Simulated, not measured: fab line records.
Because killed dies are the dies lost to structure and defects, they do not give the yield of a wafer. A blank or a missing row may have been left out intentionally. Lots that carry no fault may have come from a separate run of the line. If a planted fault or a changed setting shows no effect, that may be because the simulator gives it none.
Split-lot experiment	flow rit_cmos	23 wafers read across 5 lots, on a route 202 steps long

== ON THE SPLIT ==
At RIT_GATE_DEVELOP_15 (develop time 50 s), the setting develop_time_s was moved away from the recipe's 50 s on 6 of the 23 wafers read, by +4.4% to +9.4%. This setting was run at the recipe's value on the other wafers.

== FROM THE SPLIT TO THE READING: what the file shows between them, 4 steps ==
- RIT_GATE_CD_MEAS_16: target cd 150 nm
- RIT_GATE_HARDBAKE_18: time 60 s
- RIT_GATE_ETCH_19: etches poly-Si in SF6/CHF3/O2, stops on SiO2, time 165 s, target depth 312.5 nm
- RIT_GATE_STRIP_20: strips in O2, time 180 s

== THE READING ==
cd_nm at RIT_GATE_CD_MEAS_90, given in nm (cd target 150 nm). On this fab line, fault-free wafers typically give 151.6 nm with a standard deviation of 2.5 nm.

wafer	tool, chamber at the split	develop_time_s as run, s	against the recipe	cd_nm, nm	against lot-mates on the recipe
L078.2	litho_track-03, 0	50	recipe	150.4	-
L078.3	litho_track-03, 0	50	recipe	149.8	-
L078.4	litho_track-03, 0	50	recipe	148.2	-
L078.5	litho_track-03, 0	50	recipe	151.9	-
L078.6	litho_track-03, 0	50	recipe	151.7	-
L080.1	litho_track-02, 0	50	recipe	150.1	-
L080.4	litho_track-02, 0	50	recipe	149.4	-
L080.5	litho_track-02, 0	50	recipe	148.1	-
L081.1	litho_track-02, 0	50	recipe	149.0	-
L081.2	litho_track-02, 0	50	recipe	149.1	-
L081.3	litho_track-02, 0	50	recipe	147.7	-
L081.4	litho_track-02, 0	50	recipe	150.5	-
L081.5	litho_track-02, 0	50	recipe	147.3	-
L082.1	litho_track-03, 0	50	recipe	153.7	-
L082.2	litho_track-03, 0	50	recipe	150.7	-
L082.4	litho_track-03, 0	54.68	+9.4%	138.6	-13.6
L082.5	litho_track-03, 0	54.68	+9.4%	135.5	-16.7
L082.6	litho_track-03, 0	54.68	+9.4%	137.6	-14.6
L085.1	litho_track-01, 0	52.21	+4.4%	144.5	-8.0
L085.2	litho_track-01, 0	50	recipe	151.7	-
L085.4	litho_track-01, 0	50	recipe	153.3	-
L085.5	litho_track-01, 0	52.21	+4.4%	145.8	-6.7
L085.6	litho_track-01, 0	52.21	+4.4%	147.2	-5.3

THE FIT
A straight line over all 23 wafers: cd_nm changes by -1.32 nm for each +1% of develop_time_s; r = -0.93; the points scatter about the line by 1.9 nm.
The same after taking each lot's own level away (the mean of its wafers on the recipe; 23 wafers): -1.59 nm for each +1%; r = -0.97; scatter 1.2 nm.
The reading moves by 15 nm for the largest change in develop_time_s, on that fit.
Measured against the standard deviation above, the lots' own levels, which go from 148.72 to 152.50 nm, span 1.5 times it.
In other words, the slope is changed by the lot-to-lot level; the two fits disagree.
Check: with one of the wafers moved furthest among these (+9.4%) left out of the fit, the line predicts -15.3 nm for it against its lot-mates. It came out at -13.6 nm against them.

== THE WHOLE CHAIN: every reading that the file lists as answering this split, in the file's order ==
step	what it does	reading	change (the file's fit)	r (the file's)
RIT_GATE_CD_MEAS_16	target cd 150 nm	cd_nm	-1.61 nm for each +1% of the setting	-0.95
RIT_GATE_CD_MEAS_90	target cd 150 nm	cd_nm	-1.59 nm for each +1% of the setting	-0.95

== THE FILE'S OWN FIT ==
cd_nm changes by -1.59 nm for each +1% of develop_time_s, r = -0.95.
